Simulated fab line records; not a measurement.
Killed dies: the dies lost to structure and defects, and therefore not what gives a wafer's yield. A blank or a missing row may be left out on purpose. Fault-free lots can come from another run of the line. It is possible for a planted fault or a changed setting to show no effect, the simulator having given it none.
Which of the tools did it?    flow ritCmos    Sampling: 7 lots, 21 wafers, 4 of 202 route steps

== WHAT EACH GAUGE READ, for each wafer ==
RIT_PLDD_TW_MEAS_10.
lot   measured     on            PLDD_TW
L763  day 3 05:01  filmMetro-02  2344 2344 2348
L765  day 3 15:51  filmMetro-02  2338 2343 2330
L768  day 4 04:16  filmMetro-02  2328 2328 2323
L771  day 4 22:30  filmMetro-03  2349 2347 2347
L775  day 5 19:01  filmMetro-03  2348 2340 2339
L781  day 6 23:40  filmMetro-02  1478 1463 1472
L785  day 7 20:37  filmMetro-04  2346 2338 2337

== WHICH TOOL RAN EACH LOT (tool, then ch and the chambers of the sampled wafers, then the start) ==
lot   RIT_NWELL_STRIP_09                  RIT_NLDD_STRIP_09                   RIT_PLDD_IMPLANT_08
L763  plasmaAsher-04 ch 0,1, day 2 05:13  plasmaAsher-04 ch 0,1, day 3 03:25  implanter-02 ch 0, day 3 04:41
L765  plasmaAsher-03 ch 0,1, day 2 14:31  plasmaAsher-04 ch 0,1, day 3 14:14  implanter-02 ch 0, day 3 15:32
L768  plasmaAsher-03 ch 0,1, day 3 04:17  plasmaAsher-04 ch 0,1, day 4 02:32  implanter-03 ch 0, day 4 03:58
L771  plasmaAsher-01 ch 1, day 3 21:03    plasmaAsher-04 ch 0,1, day 4 20:54  implanter-02 ch 0, day 4 22:10
L775  plasmaAsher-01 ch 0,1, day 4 16:43  plasmaAsher-01 ch 0,1, day 5 17:24  implanter-02 ch 0, day 5 18:42
L781  plasmaAsher-03 ch 0,1, day 5 21:52  plasmaAsher-01 ch 0,1, day 6 21:56  implanter-02 ch 0, day 6 23:21
L785  plasmaAsher-04 ch 0,1, day 6 17:22  plasmaAsher-01 ch 1, day 7 18:49    implanter-03 ch 0, day 7 20:19
- RIT_NWELL_STRIP_09: strips in O2, time 180 s.
- RIT_NLDD_STRIP_09: strips in O2, time 180 s.
- RIT_PLDD_IMPLANT_08

== THE ANSWER, worked out from the rows above alone ==
Rule: the usual values come from the lots themselves. Put in order of their means at a reading, lots are off if they are a third of the lots or fewer, leave a main group of 4 or more, and stand apart from it by a gap of 3 or more times the standard deviation of the main group's means; of several such gaps the widest counts. If all means in a main group match to the digits the tables above print for the reading, that group is not used. A lot without any number at a reading at which 4 lots or more have one is off too. All remaining lots with rows at the step are treated as sound.
Off: L781, at RIT_PLDD_TW_MEAS_10 (PLDD_TW). The main group: mean 2340, standard deviation 6.9.
If a tool, at a process step before that reading, ran all the lots that are off and no sound lot after the first of them, it fits. Gauges at RIT_PLDD_TW_MEAS_10: tried the same way as those tools. Can't be told from this: 3 tools fit, plasmaAsher-03 at RIT_NWELL_STRIP_09, implanter-02 at RIT_PLDD_IMPLANT_08, filmMetro-02 at RIT_PLDD_TW_MEAS_10.

== WHAT WAS PUT IN BY THE SIMULATOR ==
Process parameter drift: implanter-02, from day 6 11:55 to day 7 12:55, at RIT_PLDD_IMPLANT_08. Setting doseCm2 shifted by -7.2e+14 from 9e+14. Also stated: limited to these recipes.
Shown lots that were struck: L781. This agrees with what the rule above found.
